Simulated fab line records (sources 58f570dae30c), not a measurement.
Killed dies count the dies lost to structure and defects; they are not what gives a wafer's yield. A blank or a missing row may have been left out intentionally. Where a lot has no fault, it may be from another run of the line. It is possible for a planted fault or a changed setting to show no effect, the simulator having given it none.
Which tool was responsible? ; flow berkeleyCmos170 ; 42 wafers from 14 lots sampled at 2 of the route's 331 steps

== WHAT THE GAUGES READ, wafer by wafer ==
UCB170_M1_CD_MEAS_90: target cd 700 nm.
lot;measured;on;cdNm (nm)
L705;day 6 21:53;cdSem-02;699.0 699.9 698.6
L707;day 7 17:35;cdSem-01;700.8 700.9 703.0
L708;day 7 17:23;cdSem-01;697.6 696.2 700.8
L710;day 8 04:17;cdSem-02;699.4 700.1 697.1
L711;day 8 15:35;cdSem-01;700.3 703.9 701.9
L712;day 8 16:08;cdSem-01;701.3 700.7 701.6
L713;day 9 06:18;cdSem-02;698.3 697.5 701.8
L714;day 9 06:01;cdSem-02;700.0 698.7 695.5
L725;day 11 11:27;cdSem-01;704.8 701.8 700.8
L726;day 11 18:32;cdSem-02;702.3 703.3 704.7
L727;day 11 15:37;cdSem-01;700.1 702.0 702.4
L728;day 11 18:48;cdSem-02;703.5 699.8 700.5

== EACH LOT AND THE TOOL THAT RAN IT (in order: tool; ch and the chambers of the sampled wafers; start) ==
lot;UCB170_PWELL_CVD_05
L705;lpcvd-02 ch 0, day 2 22:25
L707;lpcvd-02 ch 0, day 3 06:25
L708;lpcvd-02 ch 1, day 3 06:25
L710;lpcvd-02 ch 1, day 3 15:56
L711;lpcvd-02 ch 1, day 4 05:07
L712;lpcvd-02 ch 1, day 4 05:07
L713;lpcvd-02 ch 0, day 4 13:10
L714;lpcvd-02 ch 1, day 4 13:10
L715;lpcvd-01 ch 1, day 4 18:47
L716;lpcvd-01 ch 1, day 5 06:19
L725;lpcvd-01 ch 1, day 7 09:14
L726;lpcvd-02 ch 0, day 7 14:01
L727;lpcvd-02 ch 0, day 8 01:08
L728;lpcvd-02 ch 1, day 8 01:08
- UCB170_PWELL_CVD_05: deposits Si3N4 from SiH2Cl2/NH3, target thk 220 nm, time 3300 s.

== WHAT THE TOOLS THEMSELVES READ (means of the sampled wafers that have a number; where no wafer has one, the mark that the record gives instead) ==
UCB170_PWELL_CVD_05.
lot;tool;nh3FlowSccm (sccm);pressureMtorr (mTorr);spikeTcSourceC (C)
L705;lpcvd-02;74.85;199.5;823.6
L707;lpcvd-02;75.05;200.0;823.7
L708;lpcvd-02;74.98;200.0;821.2
L710;lpcvd-02;75.13;200.3;820.5
L711;lpcvd-02;75.11;199.8;820.5
L712;lpcvd-02;74.91;200.2;820.9
L713;lpcvd-02;75.26;199.5;822.6
L714;lpcvd-02;74.93;200.0;819.8
L715;lpcvd-01;-;-;-
L716;lpcvd-01;-;-;-
L725;lpcvd-01;75.21;200.9;820.4
L726;lpcvd-02;75.02;200.9;824.1
L727;lpcvd-02;75.34;200.3;822.7
L728;lpcvd-02;75.04;199.9;820.6

== THE ANSWER, worked out from the rows above alone ==
Rule: the usual values come from the lots themselves. Put in order of their means at a reading, lots are off if they are a third of the lots or fewer, leave a main group of 4 or more, and stand apart from it by a gap of 3 or more times the standard deviation of the main group's means; of several such gaps the widest counts. The tables above print the reading to a certain number of digits; a main group whose means all agree to those digits is not used. A lot without any number at a reading at which 4 lots or more have one is off too. Where the step has rows for the other lots, those lots are counted as sound. After the gauges, taken in route order, come the tools' own readings; for these a lot's mean is taken, as printed above. The first step at which some lot is off is used, and at that step the reading that is off furthest; a lot without a number counts as furthest.
Off: L715, L716 (UCB170_PWELL_CVD_05, nh3FlowSccm). Without a number there: L715, L716. The main group has a mean of 75.07 sccm with a standard deviation of 0.14.
A tool fits if, at that step or a process step before it, it ran every lot that is off, and no sound lot after the first of them. Not one of the candidates tried fits.

== WHAT WAS PUT IN BY THE SIMULATOR ==
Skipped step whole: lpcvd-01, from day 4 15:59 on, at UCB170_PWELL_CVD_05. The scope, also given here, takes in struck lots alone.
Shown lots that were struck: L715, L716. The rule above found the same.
